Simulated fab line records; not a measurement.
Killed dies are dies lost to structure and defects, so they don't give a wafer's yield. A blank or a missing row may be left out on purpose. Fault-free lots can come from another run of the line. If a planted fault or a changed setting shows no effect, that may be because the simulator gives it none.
fab line records	flow berkeley-cmos170
[record] lots = 6	wafers = 18	last-day = 11
route steps=331 shown V2@298 M3@309
lots with no fault: from the same line, run without faults
start-h: start of the lot's first displayed wafer, in hours after the record's first day	wait-h: hours since the lot's step before	" unchanged from the row above	L1.1+2: one row covering several wafers at once	- either no value or no given start	* or withheld: withheld	< > ~ a bound
route shown NAME@n: names a module that has steps shown in the file, with the first one's number in the route	usual: mean/standard deviation of fault-free wafers	same: alike in all rows	chamber/n: place in a boat	sites: readings site by site	_std_site: their standard deviation	_edge_site: mean of outer sites minus mean of inner sites	radius-mm: how far each site lies from the wafer's centre	mask NAME#n: copy n	behind: the most recent tool/chamber to have shaped the wafer	hold: why the lot was held/for how many hours/how that ended	device: the n, p or np transistor that did not switch	end of line: tests run on the same wafers once the route is complete	step lacking rows: just its recipe	killed: at the first sort, the dies lost to defects and structure; wafer yield is something else	map: a wafer's dies, x killed, . not, _ none there
set.NAME: the setting that was run; set.NAME@STEP: the one run at that earlier step	model.NAME: the simulator's own value behind a step, which no gauge read
a table for each step, a row for each wafer; lots at some steps of the route
services: from which hour (start-h, from the record's first day; less than 0 if before it) a tool's chamber was out of use, for how many hours, and why
[[steps]]
[step UCB170_V2_HMDS_06]
[recipe] prime-time-s = 60	prime-temp-c = 100
[step UCB170_V2_COAT_07]
[recipe] resist = KrF	spin-rpm = 1500	resist-thk-nm = 900
[step UCB170_V2_SOFTBAKE_08]
[recipe] resist = KrF	temp-c = 130	time-s = 60
[step UCB170_V2_EXPOSE_09]
[recipe] mask-id = VIA2	target-cd-nm = 700	na = 0.5	sigma-outer = 0.6	source-shape = conventional	dose-mj = 37
[step UCB170_V2_PEB_10]
[recipe] peb-temp-c = 130	peb-time-s = withheld	resist = KrF
[step UCB170_V2_DEVELOP_11]
[recipe] developer = TMAH	develop-time-s = 45	resist = KrF	dev-temp-c = 21
[step UCB170_V2_CD_MEAS_12]
[recipe] target-cd-nm = 700
[usual] cd-nm = 699.9/1.4
lot.wafer	tool	chamber	start-h	wait-h	cd-nm
L475.1	cd-sem-02	-	160.71	-	698.1
L475.2	"	-	"	"	697.6
L475.4	"	-	"	"	697.5
L476.3	cd-sem-02	-	171.16	-	701.0
L476.4	"	-	"	"	700.9
L476.6	"	-	"	"	702.0
L482.1	cd-sem-02	-	203.85	-	701.4
L482.3	"	-	"	"	701.7
L482.6	"	-	"	"	700.9
L484.2	cd-sem-02	-	210.58	-	700.2
L484.5	"	-	"	"	701.1
L484.6	"	-	"	"	700.1
L491.2	cd-sem-01	-	242.00	-	700.1
L491.4	"	-	"	"	699.4
L491.5	"	-	"	"	699.7
L496.2	cd-sem-01	-	265.09	-	697.5
L496.4	"	-	"	"	698.3
L496.6	"	-	"	"	697.9
[step UCB170_V2_OVL_MEAS_13]
[usual] V2_OVL = -3/5.7
lot.wafer	tool	chamber	start-h	wait-h	V2_OVL[nm]
L475.1	overlay-01	-	160.83	0.1	5
L475.2	"	-	"	"	4
L475.4	"	-	"	"	-2
L476.3	overlay-02	-	171.25	0.1	5
L476.4	"	-	"	"	-8
L476.6	"	-	"	"	-6
L482.1	overlay-01	-	203.97	0.1	2
L482.3	"	-	"	"	-3
L482.6	"	-	"	"	-6
L484.2	overlay-01	-	210.69	0.1	3
L484.5	"	-	"	"	-9
L484.6	"	-	"	"	6
L491.2	overlay-01	-	242.10	0.1	-9
L491.4	"	-	"	"	-11
L491.5	"	-	"	"	-3
L496.2	overlay-02	-	265.20	0.1	-5
L496.4	"	-	"	"	-7
L496.6	"	-	"	"	-6
[step UCB170_V2_ETCH_14]
[recipe] chemistry = CHF3/CF4/Ar	target = SiO2	stop-on = Al	CHF3_flow_sccm = 45	cf4-flow-sccm = 15	Ar_flow_sccm = 150	pressure-mtorr = 200	rf-w = 700	target-depth-a = 12500	over-etch-frac = 0.25	time-s = 291
[usual] drypump-motor-current-A = 5.6/0.48	oes-product-au = 0.867/0.014	throttle-valve-pct = 6.95/0.12
[same] over-etch-frac = 0.25	time-s = 291
lot.wafer	tool	chamber	start-h	wait-h	drypump-motor-current-A	oes-product-au	rf-hours-counter-h	throttle-valve-pct
L475.1	rie-diel-01	3	160.86	0.0	6.6	0.869	44	6.95
L475.2	"	1	"	"	5.7	0.859	16	7.03
L475.4	"	2	"	"	5.2	0.856	152	7.13
L476.3	rie-diel-02	3	171.28	0.0	5.8	0.857	97	6.95
L476.4	"	0	"	"	6.0	0.878	63	7.16
L476.6	"	3	"	"	5.8	0.858	-	6.94
L482.1	rie-diel-02	1	204.01	0.0	5.3	0.884	100	6.93
L482.3	"	0	"	"	6.0	0.867	64	7.14
L482.6	"	1	"	"	5.3	0.882	-	6.93
L484.2	rie-diel-03	3	210.72	0.0	4.9	0.896	135	6.93
L484.5	"	2	"	"	5.4	0.881	-	6.98
L484.6	"	1	"	"	5.4	0.873	-	6.79
L491.2	rie-diel-03	3	242.13	0.0	4.9	0.892	137	6.94
L491.4	"	0	"	"	6.1	0.873	18	6.99
L491.5	"	1	"	"	5.4	0.882	-	6.77
L496.2	rie-diel-02	1	265.23	0.0	5.3	0.880	103	6.93
L496.4	"	0	"	"	6.0	0.876	67	7.15
L496.6	"	0	"	"	6.0	0.873	-	7.15
[step UCB170_V2_STRIP_15]
[recipe] chemistry = O2	power-w = 400	pressure-mtorr = 3500	platen-temp-c = withheld	o2-flow-sccm = 400	overash-fraction = 0.5
[usual] drypump-motor-current-A = 5.6/0.3	oes-product-au = 0.722/0.0043	strip-time-to-endpoint-s = 15.30/0.2
lot.wafer	tool	chamber	start-h	wait-h	drypump-motor-current-A	oes-product-au	rf-hours-counter-h	strip-time-to-endpoint-s
L475.1	plasma-asher-03	0	161.04	0.1	5.8	0.727	4	15.42
L475.2	"	1	"	"	5.2	0.723	4	15.32
L475.4	"	0	"	"	5.8	0.725	-	15.75
L476.3	plasma-asher-04	1	171.49	0.1	6.1	0.731	-	15.12
L476.4	"	0	"	"	5.5	0.723	-	15.31
L476.6	"	0	"	"	5.5	0.722	-	15.21
L482.1	plasma-asher-01	0	204.19	0.1	5.6	0.710	45	15.14
L482.3	"	0	"	"	5.6	0.723	-	15.18
L482.6	"	0	"	"	5.5	0.722	-	15.11
L484.2	plasma-asher-03	0	210.90	0.1	5.8	0.721	10	15.21
L484.5	"	0	"	"	5.8	0.715	-	15.00
L484.6	"	1	"	"	5.3	0.718	-	15.06
L491.2	plasma-asher-04	1	242.31	0.1	6.0	0.713	54	15.21
L491.4	"	1	"	"	6.0	0.727	-	15.55
L491.5	"	1	"	"	6.0	0.716	-	15.14
L496.2	plasma-asher-01	1	265.41	0.1	6.0	0.727	51	15.18
L496.4	"	0	"	"	5.6	0.726	-	15.53
L496.6	"	1	"	"	5.9	0.723	-	15.44
[step UCB170_V2_CD_MEAS_90]
[recipe] target-cd-nm = 700
[usual] cd-nm = 700.1/1.7
lot.wafer	tool	chamber	start-h	wait-h	cd-nm
L475.1	cd-sem-01	-	161.14	0.1	699.5
L475.2	"	-	"	"	696.8
L475.4	"	-	"	"	697.1
L476.3	cd-sem-01	-	171.59	0.1	702.3
L476.4	"	-	"	"	699.7
L476.6	"	-	"	"	702.8
L482.1	cd-sem-02	-	204.29	0.1	701.8
L482.3	"	-	"	"	701.1
L482.6	"	-	"	"	701.4
L484.2	cd-sem-02	-	211.06	0.1	701.7
L484.5	"	-	"	"	703.0
L484.6	"	-	"	"	700.9
L491.2	cd-sem-02	-	242.43	0.1	700.7
L491.4	"	-	"	"	699.1
L491.5	"	-	"	"	699.6
L496.2	cd-sem-02	-	265.53	0.1	697.8
L496.4	"	-	"	"	698.2
L496.6	"	-	"	"	697.3
[step UCB170_M3_PRE_CLEAN_00]
[recipe] gas = Ar	preclean-etch-time-s = 60
[step UCB170_M3_SPUTTER_01]
[recipe] material = Al	target-thk-nm = 900	time-s = 120	power-w = 6000	chamber-pressure-pa = 0.5
[usual] throttle-valve-pct = 30.1/0.74
[same] time-s = 120
lot.wafer	tool	chamber	start-h	wait-h	throttle-valve-pct
L475.1	pvd-sputter-03	-	161.33	0.0	30.5
L475.2	"	-	"	"	29.9
L475.4	"	-	"	"	29.9
L476.3	pvd-sputter-03	-	171.74	0.0	29.8
L476.4	"	-	"	"	29.6
L476.6	"	-	"	"	31.2
L482.1	pvd-sputter-03	-	204.47	0.0	30.5
L482.3	"	-	"	"	31.2
L482.6	"	-	"	"	29.8
L482.1	pvd-sputter-03	-	204.72	0.2	30.6
L482.3	"	-	"	"	30.8
L482.6	"	-	"	"	29.7
L484.2	pvd-sputter-04	-	211.23	0.0	30.2
L484.5	"	-	"	"	29.8
L484.6	"	-	"	"	30.2
L484.2	pvd-sputter-04	-	211.48	0.2	30.3
L484.5	"	-	"	"	30.1
L484.6	"	-	"	"	30.2
L491.2	pvd-sputter-03	-	242.60	0.0	29.9
L491.4	"	-	"	"	29.5
L491.5	"	-	"	"	29.8
L496.2	pvd-sputter-04	-	265.69	0.0	30.2
L496.4	"	-	"	"	30.4
L496.6	"	-	"	"	30.1
[step UCB170_M3_RS_MEAS_02]
[recipe] thk-meas-gauge = four-point-probe	reads = Al_of_M3_SPUTTER_01
[usual] M3_AL_RS = 0.0324/0.00031
lot.wafer	tool	chamber	start-h	wait-h	M3_AL_RS[ohm/sq]
L475.1	film-metro-02	-	161.46	0.1	0.0324
L475.2	"	-	"	"	0.0324
L475.4	"	-	"	"	0.0321
L476.3	film-metro-03	-	171.86	0.1	0.0326
L476.4	"	-	"	"	0.0324
L476.6	"	-	"	"	0.0323
L482.1	film-metro-04	-	204.81	0.0	0.0162
L482.3	"	-	"	"	0.0159
L482.6	"	-	"	"	0.0160
L484.2	film-metro-03	-	211.58	0.1	0.0160
L484.5	"	-	"	"	0.0162
L484.6	"	-	"	"	0.0161
L491.2	film-metro-04	-	242.70	0.1	0.0320
L491.4	"	-	"	"	0.0322
L491.5	"	-	"	"	0.0319
L496.2	film-metro-03	-	265.80	0.1	0.0322
L496.4	"	-	"	"	0.0322
L496.6	"	-	"	"	0.0326
[step UCB170_M3_THK_MEAS_03]
[recipe] thk-meas-gauge = xrf	reads = Al_of_M3_SPUTTER_01
[usual] M3_AL_THK = 897/9.3
lot.wafer	tool	chamber	start-h	wait-h	M3_AL_THK[nm]
L475.1	film-metro-02	-	161.58	0.1	894
L475.2	"	-	"	"	896
L475.4	"	-	"	"	900
L476.3	film-metro-03	-	171.96	0.1	892
L476.4	"	-	"	"	893
L476.6	"	-	"	"	895
L482.1	film-metro-04	-	204.93	0.1	1795
L482.3	"	-	"	"	1831
L482.6	"	-	"	"	1821
L484.2	film-metro-03	-	211.72	0.1	1797
L484.5	"	-	"	"	1768
L484.6	"	-	"	"	1789
L491.2	film-metro-04	-	242.81	0.1	908
L491.4	"	-	"	"	906
L491.5	"	-	"	"	917
L496.2	film-metro-03	-	265.91	0.1	896
L496.4	"	-	"	"	903
L496.6	"	-	"	"	892
[step UCB170_M3_HMDS_04]
[recipe] prime-time-s = 60	prime-temp-c = 100
[step UCB170_M3_COAT_05]
[recipe] resist = KrF	spin-rpm = 1500	resist-thk-nm = 900
[step UCB170_M3_SOFTBAKE_06]
[recipe] resist = KrF	temp-c = 130	time-s = 60
[step UCB170_M3_STRIP_07]
[recipe] chemistry = O2	power-w = 400	pressure-mtorr = 3500	platen-temp-c = withheld	o2-flow-sccm = 400	overash-fraction = 0.5
[usual] drypump-motor-current-A = 5.6/0.31	oes-product-au = 0.734/0.0044	strip-time-to-endpoint-s = 21.97/0.054
lot.wafer	tool	chamber	start-h	wait-h	drypump-motor-current-A	oes-product-au	rf-hours-counter-h	strip-time-to-endpoint-s
L475.1	plasma-asher-02	1	162.13	0.1	5.0	0.732	47	21.97
L475.2	"	0	"	"	5.8	0.734	47	22.04
L475.4	"	1	"	"	5.0	0.731	-	22.02
L476.3	plasma-asher-02	1	172.49	0.1	5.1	0.735	-	22.07
L476.4	"	0	"	"	5.8	0.736	-	22.01
L476.6	"	0	"	"	5.8	0.729	-	21.96
L482.1	plasma-asher-03	0	205.48	0.1	5.8	0.732	9	21.98
L482.3	"	0	"	"	5.8	0.734	-	21.93
L482.6	"	1	"	"	5.3	0.737	-	21.93
L484.2	plasma-asher-02	1	212.34	0.1	5.1	0.738	52	22.04
L484.5	"	1	"	"	5.1	0.738	-	22.03
L484.6	"	0	"	"	5.8	0.739	-	22.11
L491.2	plasma-asher-01	0	243.31	0.1	5.6	0.730	50	21.97
L491.4	"	1	"	"	6.0	0.735	-	22.04
L491.5	"	1	"	"	6.0	0.728	-	21.97
L496.2	plasma-asher-01	0	266.41	0.1	5.5	0.737	51	21.84
L496.4	"	0	"	"	5.5	0.736	-	21.88
L496.6	"	0	"	"	5.5	0.727	-	21.86
[step UCB170_M3_STRIP_08]
[recipe] chemistry = DMSO	temp-c = 80	time-s = 600	material = KrF
[step UCB170_M3_COAT_09]
[recipe] resist = BARC	temp-c = withheld	time-s = withheld	spin-rpm = 3000	resist-thk-nm = withheld
[step UCB170_M3_COAT_10]
[recipe] resist = KrF	spin-rpm = 1500	resist-thk-nm = 900
[step UCB170_M3_SOFTBAKE_11]
[recipe] resist = KrF	temp-c = 130	time-s = 60
[step UCB170_M3_EXPOSE_12]
[recipe] mask-id = METAL3	target-cd-nm = 700	na = 0.5	sigma-outer = 0.6	source-shape = conventional	dose-mj = 26
[step UCB170_M3_PEB_13]
[recipe] peb-temp-c = 130	peb-time-s = withheld	resist = KrF
[step UCB170_M3_DEVELOP_14]
[recipe] developer = TMAH	develop-time-s = 45	resist = KrF	dev-temp-c = 21
[step UCB170_M3_CD_MEAS_15]
[recipe] target-cd-nm = 700
[usual] cd-nm = 699.8/1.4
lot.wafer	tool	chamber	start-h	wait-h	cd-nm
L475.1	cd-sem-02	-	163.41	-	698.5
L475.2	"	-	"	"	698.9
L475.4	"	-	"	"	699.6
L476.3	cd-sem-02	-	173.63	-	700.3
L476.4	"	-	"	"	700.2
L476.6	"	-	"	"	698.8
L482.1	cd-sem-02	-	207.74	-	698.5
L482.3	"	-	"	"	699.0
L482.6	"	-	"	"	699.0
L484.2	cd-sem-02	-	213.66	-	700.6
L484.5	"	-	"	"	698.6
L484.6	"	-	"	"	700.3
L491.2	cd-sem-02	-	244.78	-	701.3
L491.4	"	-	"	"	701.1
L491.5	"	-	"	"	701.6
L496.2	cd-sem-02	-	268.05	-	697.4
L496.4	"	-	"	"	697.2
L496.6	"	-	"	"	698.2
[step UCB170_M3_OVL_MEAS_16]
[usual] M3_OVL = 3/5.1
lot.wafer	tool	chamber	start-h	wait-h	M3_OVL[nm]
L475.1	overlay-01	-	163.53	0.1	4
L475.2	"	-	"	"	4
L475.4	"	-	"	"	10
L476.3	overlay-02	-	173.72	0.1	-5
L476.4	"	-	"	"	7
L476.6	"	-	"	"	2
L482.1	overlay-02	-	207.86	0.1	2
L482.3	"	-	"	"	6
L482.6	"	-	"	"	7
L484.2	overlay-01	-	213.76	0.1	6
L484.5	"	-	"	"	6
L484.6	"	-	"	"	11
L491.2	overlay-02	-	244.89	0.1	6
L491.4	"	-	"	"	-2
L491.5	"	-	"	"	-4
L496.2	overlay-01	-	268.15	0.1	2
L496.4	"	-	"	"	1
L496.6	"	-	"	"	2
[step UCB170_M3_ETCH_17]
[recipe] chemistry = N2/H2	target-depth-a = withheld	overetch-a = withheld	target = BARC	time-s = withheld	source-w = 500	bias-w = 100	pressure-mtorr = 30	n2-flow-sccm = 100	h2-flow-sccm = 200
[usual] drypump-motor-current-A = 5.6/0.55	oes-product-au = 0.99/0.034	throttle-valve-pct = 13.27/0.19
lot.wafer	tool	chamber	start-h	wait-h	drypump-motor-current-A	oes-product-au	throttle-valve-pct
L475.1	rie-diel-04	3	163.56	0.0	5.7	0.98	13.58
L475.2	"	2	"	"	6.1	1.00	12.93
L475.4	"	1	"	"	5.5	0.96	13.14
L476.3	rie-diel-03	2	173.74	0.0	5.4	1.05	13.11
L476.4	"	3	"	"	4.9	1.05	13.25
L476.6	"	2	"	"	5.5	1.05	13.14
L482.1	rie-diel-01	3	207.89	0.0	6.7	0.97	13.39
L482.3	"	0	"	"	4.9	0.96	13.17
L482.6	"	3	"	"	6.6	0.99	13.38
L484.2	rie-diel-01	3	213.79	0.0	6.6	0.98	13.38
L484.5	"	2	"	"	5.2	0.93	13.39
L484.6	"	0	"	"	4.9	0.96	13.18
L491.2	rie-diel-01	3	244.92	0.0	6.7	1.00	13.38
L491.4	"	2	"	"	5.1	0.97	13.42
L491.5	"	0	"	"	4.9	0.97	13.19
L496.2	rie-diel-03	2	268.18	0.0	5.5	1.05	13.12
L496.4	"	1	"	"	5.3	1.03	13.16
L496.6	"	2	"	"	5.5	1.05	13.12
[step UCB170_M3_METAL_ETCH_18]
[recipe] chemistry = Cl2/BCl3	target = Al	stop-on = SiO2	pressure-mtorr = 12	target-depth-a = 11700	over-etch-frac = 0.3	time-s = 195	icp-w = 600	bias-w = 120	Cl2_flow_sccm = 90	bcl3-flow-sccm = 45
[usual] drypump-motor-current-A = 5.8/0.43	oes-product-au = 0.844/0.011	throttle-valve-pct = 24.48/0.17
[same] over-etch-frac = 0.3	time-s = 195
lot.wafer	tool	chamber	start-h	wait-h	drypump-motor-current-A	oes-product-au	rf-hours-counter-h	throttle-valve-pct	model.etch.depth-nm	model.M3.feature-depth-nm
L475.1	rie-metal-04	0	163.61	-	5.2	0.832	10	24.35	892.4	951.7
L475.2	"	1	"	"	6.3	0.857	2	24.46	894.2	950.5
L475.4	"	1	"	"	6.3	0.851	-	24.45	901.4	958.3
L476.3	rie-metal-02	1	173.85	-	5.4	0.837	-	24.64	889.3	944
L476.4	"	0	"	"	6.0	0.838	-	24.79	893.7	951.7
L476.6	"	0	"	"	6.0	0.833	-	24.80	896.8	954.8
L482.1	rie-metal-04	0	207.93	-	5.2	1.012	11	24.26	1237	1237
L482.3	"	0	"	"	5.2	1.006	-	24.24	1220	1220
L482.6	"	0	"	"	5.2	1.012	-	24.25	1232	1232
L484.2	rie-metal-03	0	213.84	-	5.7	0.998	10	24.29	1156	1156
L484.5	"	1	"	"	6.2	1.012	-	24.33	1199	1199
L484.6	"	0	"	"	5.7	0.988	-	24.30	1159	1159
L491.2	rie-metal-04	0	244.96	-	5.2	0.837	12	24.33	905.8	964.6
L491.4	"	0	"	"	5.2	0.831	-	24.35	901	960
L491.5	"	0	"	"	5.2	0.841	-	24.31	907.3	966.2
L496.2	rie-metal-02	1	268.23	-	5.4	0.861	1	24.41	899.8	955.9
L496.4	"	0	"	"	6.0	0.839	-	24.81	900.3	958.3
L496.6	"	0	"	"	6.0	0.841	-	24.81	889.4	947.4
[step UCB170_M3_STRIP_19]
[recipe] chemistry = O2	power-w = 400	pressure-mtorr = 3500	platen-temp-c = withheld	o2-flow-sccm = 400	overash-fraction = 0.5
[usual] drypump-motor-current-A = 5.5/0.35	oes-product-au = 0.527/0.018
lot.wafer	tool	chamber	start-h	wait-h	drypump-motor-current-A	oes-product-au	rf-hours-counter-h
L475.1	plasma-asher-02	0	163.79	0.1	5.8	0.508	47
L475.2	"	1	"	"	5.0	0.532	47
L475.4	"	0	"	"	5.8	0.528	-
L476.3	plasma-asher-02	0	174.01	0.1	5.8	0.548	-
L476.4	"	1	"	"	5.1	0.520	-
L476.6	"	1	"	"	5.0	0.517	-
L482.1	plasma-asher-01	1	208.12	0.1	6.0	0.495	45
L482.3	"	0	"	"	5.5	0.512	-
L482.6	"	1	"	"	6.0	0.505	-
L484.2	plasma-asher-03	0	214.02	0.1	5.8	0.547	10
L484.5	"	0	"	"	5.8	0.519	-
L484.6	"	1	"	"	5.3	0.540	-
L491.2	plasma-asher-03	0	245.15	0.1	5.8	0.506	14
L491.4	"	1	"	"	5.2	0.506	-
L491.5	"	0	"	"	5.8	0.515	-
L496.2	plasma-asher-01	0	268.41	0.1	5.5	0.538	52
L496.4	"	1	"	"	6.0	0.517	-
L496.6	"	1	"	"	6.0	0.507	-
[step UCB170_M3_PROBE_99]
lot.wafer	tool	chamber	start-h	wait-h	model.etest.antenna-m2.over-limit	model.etest.antenna-m3.short	model.etest.antenna-m2.short	model.etest.antenna-m3.over-limit
L475.1+2+4	prober-02	-	164.13	0.1	0	0	0	0
L476.3+4	prober-01	-	174.41	0.2	0	0	0	0
L482.1+3+6	prober-01	-	208.47	0.1	1	1	1	1
L484.5	prober-01	-	214.59	0.2	1	1	1	1
L491.2+4+5	prober-02	-	245.54	0.1	0	0	0	0
L496.4	prober-01	-	268.90	0.2	0	0	0	0
// killed by level:class
L475.1 GATE:geometric-particle:short=1 M1:geometric-particle:short=1 M2:geometric-particle:short=1
L475.2 NWELL:geometric-particle:short=1 SPACER:geometric-particle:short=1 M3:geometric-particle:short=1
L475.4 SILICIDE:geometric-particle:short=2 GATE:geometric-particle:open=1 CONTACT:geometric-particle:open=1 V1:geometric-particle:open=1
L476.3 NWELL:area-etch=9 GATE:geometric-particle:short=1 GATE:geometric-particle:open=1 SPACER:geometric-particle:short=1
L476.4 M1:geometric-particle:short=1 V1:geometric-particle:short=1 M2:geometric-particle:short=1
L491.2 GATE:geometric-particle:short=1 M2:geometric-particle:short=1 V2:geometric-particle:short=1
L491.4 SPACER:geometric-particle:open=1 SILICIDE:geometric-particle:short=1 V2:geometric-particle:short=1
L491.5 V2:geometric-particle:short=1
L496.4 SCREENOX:geometric-particle:short=1 SPACER:geometric-particle:short=1 NWELL:area-etch=1
[[services]]
tool	chamber	start-h	hours	kind
plasma-asher-03	-	139.28	9.0	repair
rie-diel-01	0	141.44	3.4	repair
rie-diel-01	1	149.65	1.7	repair
rie-diel-04	-	155.29	2.0	repair
rie-metal-03	-	158.08	2.8	pm
plasma-asher-04	-	160.27	5.2	repair
rie-diel-01	1	165.23	56.0	repair
rie-diel-04	1	165.85	1.8	repair
rie-diel-03	0	169.27	5.4	repair
rie-metal-04	-	171.74	2.8	pm
rie-diel-04	-	178.74	2.8	pm
pvd-sputter-03	-	193.43	1.0	repair
rie-diel-01	2	221.23	-	clean
rie-diel-01	2	221.23	11.7	scheduled-down
rie-metal-02	1	233.36	6.5	repair
rie-metal-02	-	236.18	3.9	repair
pvd-sputter-04	-	241.12	18.4	repair
rie-diel-03	-	243.52	15.6	pm
plasma-asher-01	-	243.73	4.2	repair
rie-diel-02	1	253.11	5.0	repair
plasma-asher-02	-	254.93	1.8	repair
rie-diel-04	2	258.32	2.1	repair
pvd-sputter-03	-	263.26	1.8	repair
plasma-asher-02	-	267.36	2.8	pm
[[key]]
[first-sign] step = UCB170_M3_SPUTTER_01	reading = visit	direction = added
[effect] step = UCB170_M3_RS_MEAS_02	reading = M3_AL_RS	direction = down	sigmas = 53	usual = 0.0324	struck = 0.0161
[effect] step = UCB170_M3_THK_MEAS_03	reading = M3_AL_THK	direction = up	sigmas = 98	usual = 897	struck = 1800
[effect] step = UCB170_M3_METAL_ETCH_18	reading = oes-product-au	direction = up	sigmas = 15	usual = 0.844	struck = 1.005
[model-effect] step = UCB170_M3_METAL_ETCH_18	value = etch.depth-nm	without = 891.2	struck = 1201
[model-effect] step = UCB170_M3_PROBE_99	value = etest.antenna-m2.over-limit	without = 0	struck = 1
met-at UCB170_M3_SPUTTER_01
struck-wafers L482.1,L482.3,L482.6,L484.2,L484.5,L484.6
later-rows-left-out L482.1,L482.3,L482.6,L484.5
sort-left-out L482.1,L482.3,L482.6,L484.2,L484.5,L484.6
[fault] kind = repeated-step-whole	tool = pvd-sputter-01,pvd-sputter-03,pvd-sputter-04	chamber = -	onset-h = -	steps = UCB170_M3_SPUTTER_01	times = 1	scope = struck-lots-only
// sort-left-out: the simulated sort isn't trusted on such a fault, so these wafers' sort isn't shown, and their yield isn't known
// later-rows-left-out: the simulator's readings of these wafers behind a module that went badly wrong aren't trusted and aren't shown, but for the sort
